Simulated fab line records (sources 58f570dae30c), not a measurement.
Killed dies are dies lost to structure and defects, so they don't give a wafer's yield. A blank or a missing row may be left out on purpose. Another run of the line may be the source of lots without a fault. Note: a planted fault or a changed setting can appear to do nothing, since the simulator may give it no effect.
Which of the tools did it? / flow berkeley-cmos170 / Sampling: 14 lots, 42 wafers, 4 of 331 route steps

## WHAT EACH GAUGE READ, for each wafer
UCB170_SCREENOX_THK_MEAS_02. Usual: SCREENOX_OXIDE_THK typically reads 14.44 nm, with standard deviation 0.3.
lot=L654; measured=day 5 03:23; on=film-metro-04; SCREENOX_OXIDE_THK (nm)=14.51 14.35 14.39; flag=
lot=L657; measured=day 6 13:31; on=film-metro-03; SCREENOX_OXIDE_THK (nm)=14.31 14.62 14.21; flag=
lot=L658; measured=day 6 13:32; on=film-metro-02; SCREENOX_OXIDE_THK (nm)=14.28 14.30 14.40; flag=
lot=L660; measured=day 6 17:56; on=film-metro-02; SCREENOX_OXIDE_THK (nm)=14.67 14.78 14.38; flag=
lot=L661; measured=day 6 17:57; on=film-metro-04; SCREENOX_OXIDE_THK (nm)=14.72 14.86 14.59; flag=
lot=L662; measured=day 7 08:32; on=film-metro-02; SCREENOX_OXIDE_THK (nm)=14.61 14.55 14.51; flag=
lot=L666; measured=day 7 18:57; on=film-metro-04; SCREENOX_OXIDE_THK (nm)=14.56 14.69 14.30; flag=
lot=L669; measured=day 8 11:45; on=film-metro-04; SCREENOX_OXIDE_THK (nm)=13.99 14.03 13.90; flag=
lot=L674; measured=day 8 23:47; on=film-metro-04; SCREENOX_OXIDE_THK (nm)=14.78 14.73 14.80; flag=
lot=L670; measured=day 8 23:49; on=film-metro-03; SCREENOX_OXIDE_THK (nm)=14.46 14.63 14.42; flag=
lot=L671; measured=day 8 23:49; on=film-metro-02; SCREENOX_OXIDE_THK (nm)=14.57 14.62 14.38; flag=
lot=L672; measured=day 8 23:49; on=film-metro-04; SCREENOX_OXIDE_THK (nm)=14.46 14.51 14.42; flag=
lot=L676; measured=day 9 21:02; on=film-metro-03; SCREENOX_OXIDE_THK (nm)=15.00 15.09 15.22; flag=
lot=L677; measured=day 9 21:04; on=film-metro-04; SCREENOX_OXIDE_THK (nm)=14.05 14.29 14.12; flag=

UCB170_SPACER_THK_MEAS_01. Usual: SPACER_TEOS_THK typically reads 378 nm, with standard deviation 5.7.
lot=L654; measured=day 6 01:11; on=film-metro-01; SPACER_TEOS_THK (nm)=368 378 369; flag=
lot=L657; measured=day 7 17:34; on=film-metro-03; SPACER_TEOS_THK (nm)=372 366 379; flag=
lot=L658; measured=day 7 17:34; on=film-metro-02; SPACER_TEOS_THK (nm)=371 376 381; flag=
lot=L660; measured=day 8 02:37; on=film-metro-01; SPACER_TEOS_THK (nm)=374 369 380; flag=
lot=L661; measured=day 8 02:24; on=film-metro-03; SPACER_TEOS_THK (nm)=370 379 386; flag=
lot=L662; measured=day 8 09:40; on=film-metro-01; SPACER_TEOS_THK (nm)=417 387 430; flag=OFF
lot=L666; measured=day 9 01:01; on=film-metro-03; SPACER_TEOS_THK (nm)=415 380 420; flag=OFF
lot=L669; measured=day 9 10:08; on=film-metro-01; SPACER_TEOS_THK (nm)=375 376 383; flag=
lot=L674; measured=day 10 07:44; on=film-metro-01; SPACER_TEOS_THK (nm)=379 384 380; flag=
lot=L670; measured=day 10 07:55; on=film-metro-03; SPACER_TEOS_THK (nm)=384 387 391; flag=
lot=L671; measured=day 10 05:11; on=film-metro-02; SPACER_TEOS_THK (nm)=377 379 379; flag=
lot=L672; measured=day 10 05:11; on=film-metro-03; SPACER_TEOS_THK (nm)=377 368 374; flag=
lot=L676; measured=day 10 23:43; on=film-metro-01; SPACER_TEOS_THK (nm)=381 376 382; flag=
lot=L677; measured=day 10 23:26; on=film-metro-01; SPACER_TEOS_THK (nm)=384 388 379; flag=

## EACH LOT AND THE TOOL THAT RAN IT (in order: tool; ch and the chambers of the sampled wafers; start)
lot=L654; UCB170_GATE_STRIP_16=plasma-asher-03 ch 0,1, day 5 20:40; UCB170_SPACER_CVD_00=pecvd-02 ch 0,1,2, day 6 01:08
lot=L657; UCB170_GATE_STRIP_16=plasma-asher-02 ch 0,1, day 7 12:35; UCB170_SPACER_CVD_00=pecvd-02 ch 0,2, day 7 17:31
lot=L658; UCB170_GATE_STRIP_16=plasma-asher-03 ch 0,1, day 7 12:43; UCB170_SPACER_CVD_00=pecvd-01 ch 0,1, day 7 17:31
lot=L660; UCB170_GATE_STRIP_16=plasma-asher-03 ch 0,1, day 7 21:43; UCB170_SPACER_CVD_00=pecvd-01 ch 0,1, day 8 02:34
lot=L661; UCB170_GATE_STRIP_16=plasma-asher-01 ch 0,1, day 7 21:29; UCB170_SPACER_CVD_00=pecvd-02 ch 0,1,2, day 8 02:20
lot=L662; UCB170_GATE_STRIP_16=plasma-asher-02 ch 0,1, day 8 04:22; UCB170_SPACER_CVD_00=pecvd-02 ch 0,1, day 8 09:37
lot=L666; UCB170_GATE_STRIP_16=plasma-asher-02 ch 0,1, day 8 20:38; UCB170_SPACER_CVD_00=pecvd-02 ch 0,1, day 9 00:58
lot=L669; UCB170_GATE_STRIP_16=plasma-asher-03 ch 0,1, day 9 05:07; UCB170_SPACER_CVD_00=pecvd-04 ch 0,1,2, day 9 10:05
lot=L674; UCB170_GATE_STRIP_16=plasma-asher-01 ch 0,1, day 9 21:36; UCB170_SPACER_CVD_00=pecvd-01 ch 0,2, day 10 07:40
lot=L670; UCB170_GATE_STRIP_16=plasma-asher-03 ch 0,1, day 9 21:46; UCB170_SPACER_CVD_00=pecvd-04 ch 1,2, day 10 07:51
lot=L671; UCB170_GATE_STRIP_16=plasma-asher-03 ch 0, day 9 21:33; UCB170_SPACER_CVD_00=pecvd-04 ch 1,2, day 10 05:05
lot=L672; UCB170_GATE_STRIP_16=plasma-asher-02 ch 0,1, day 9 21:27; UCB170_SPACER_CVD_00=pecvd-01 ch 0,1,2, day 10 05:05
lot=L676; UCB170_GATE_STRIP_16=plasma-asher-02 ch 0,1, day 10 18:49; UCB170_SPACER_CVD_00=pecvd-01 ch 0,1,2, day 10 23:40
lot=L677; UCB170_GATE_STRIP_16=plasma-asher-01 ch 0,1, day 10 18:19; UCB170_SPACER_CVD_00=pecvd-04 ch 0,1,2, day 10 23:23
- UCB170_GATE_STRIP_16: strips in O2.
- UCB170_SPACER_CVD_00: deposits SiO2 from TEOS/O2, target thk 376 nm, time 47 s.

## WHAT THE TOOLS THEMSELVES READ (means of the sampled wafers that have a number; where no wafer has one, the mark that the record gives instead)
UCB170_GATE_STRIP_16. Usual: drypump-motor-current-A 5.8 A, standard deviation 0.58; oes-product-au 0.724 a.u., standard deviation 0.0048.
lot=L654; tool=plasma-asher-03; drypump-motor-current-A (A)=6.1; oes-product-au (a.u.)=0.726; flag=
lot=L657; tool=plasma-asher-02; drypump-motor-current-A (A)=5.6; oes-product-au (a.u.)=0.723; flag=
lot=L658; tool=plasma-asher-03; drypump-motor-current-A (A)=6.1; oes-product-au (a.u.)=0.721; flag=
lot=L660; tool=plasma-asher-03; drypump-motor-current-A (A)=6.1; oes-product-au (a.u.)=0.720; flag=
lot=L661; tool=plasma-asher-01; drypump-motor-current-A (A)=5.5; oes-product-au (a.u.)=0.720; flag=
lot=L662; tool=plasma-asher-02; drypump-motor-current-A (A)=5.2; oes-product-au (a.u.)=0.724; flag=
lot=L666; tool=plasma-asher-02; drypump-motor-current-A (A)=5.2; oes-product-au (a.u.)=0.724; flag=
lot=L669; tool=plasma-asher-03; drypump-motor-current-A (A)=6.2; oes-product-au (a.u.)=0.727; flag=
lot=L674; tool=plasma-asher-01; drypump-motor-current-A (A)=5.2; oes-product-au (a.u.)=0.724; flag=
lot=L670; tool=plasma-asher-03; drypump-motor-current-A (A)=6.1; oes-product-au (a.u.)=0.726; flag=
lot=L671; tool=plasma-asher-03; drypump-motor-current-A (A)=6.0; oes-product-au (a.u.)=0.725; flag=
lot=L672; tool=plasma-asher-02; drypump-motor-current-A (A)=5.6; oes-product-au (a.u.)=0.724; flag=
lot=L676; tool=plasma-asher-02; drypump-motor-current-A (A)=5.6; oes-product-au (a.u.)=0.724; flag=
lot=L677; tool=plasma-asher-01; drypump-motor-current-A (A)=5.2; oes-product-au (a.u.)=0.721; flag=

UCB170_SPACER_CVD_00. Usual: heater-power-w 269 W, standard deviation 51; pressure-mtorr 9000 mTorr, standard deviation 20.
lot=L654; tool=pecvd-02; heater-power-w (W)=263; pressure-mtorr (mTorr)=9005; flag=
lot=L657; tool=pecvd-02; heater-power-w (W)=222; pressure-mtorr (mTorr)=9018; flag=
lot=L658; tool=pecvd-01; heater-power-w (W)=285; pressure-mtorr (mTorr)=8987; flag=
lot=L660; tool=pecvd-01; heater-power-w (W)=311; pressure-mtorr (mTorr)=8997; flag=
lot=L661; tool=pecvd-02; heater-power-w (W)=236; pressure-mtorr (mTorr)=8981; flag=
lot=L662; tool=pecvd-02; heater-power-w (W)=232; pressure-mtorr (mTorr)=8990; flag=
lot=L666; tool=pecvd-02; heater-power-w (W)=246; pressure-mtorr (mTorr)=9019; flag=
lot=L669; tool=pecvd-04; heater-power-w (W)=255; pressure-mtorr (mTorr)=8989; flag=
lot=L674; tool=pecvd-01; heater-power-w (W)=322; pressure-mtorr (mTorr)=8993; flag=
lot=L670; tool=pecvd-04; heater-power-w (W)=258; pressure-mtorr (mTorr)=9036; flag=
lot=L671; tool=pecvd-04; heater-power-w (W)=296; pressure-mtorr (mTorr)=9033; flag=
lot=L672; tool=pecvd-01; heater-power-w (W)=320; pressure-mtorr (mTorr)=8995; flag=
lot=L676; tool=pecvd-01; heater-power-w (W)=303; pressure-mtorr (mTorr)=9002; flag=
lot=L677; tool=pecvd-04; heater-power-w (W)=263; pressure-mtorr (mTorr)=9007; flag=

## THE ANSWER, worked out from the rows above alone
Rule: take the mean of a lot's wafers that have a number; if it is more than 3 standard deviations from the usual mean, the lot is off. A lot without any number at a reading at which 4 lots or more have one is off too. Where the step has rows for the other lots, those lots are counted as sound. First the gauges in route order, then the tools' own readings, where a lot's mean is used as printed above. The first step at which some lot is off is used, and at that step the reading that is off furthest; a lot without a number counts as furthest.
Off: L662, L666, seen at UCB170_SPACER_THK_MEAS_01 (SPACER_TEOS_THK).
A tool fits if, at a process step before that reading, it ran every lot that is off, and no sound lot after the first of them. The gauges at UCB170_SPACER_THK_MEAS_01 are tried like those tools. One fits: pecvd-02 at UCB170_SPACER_CVD_00. Its last sound lot is L661 (day 8 02:20), its first lot that is off L662 (day 8 09:37): a fault that began between those two fits.

## WHAT THE SIMULATOR HAD INSERTED
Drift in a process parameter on pecvd-02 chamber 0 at UCB170_SPACER_CVD_00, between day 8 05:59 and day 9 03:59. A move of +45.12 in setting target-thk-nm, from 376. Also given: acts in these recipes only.
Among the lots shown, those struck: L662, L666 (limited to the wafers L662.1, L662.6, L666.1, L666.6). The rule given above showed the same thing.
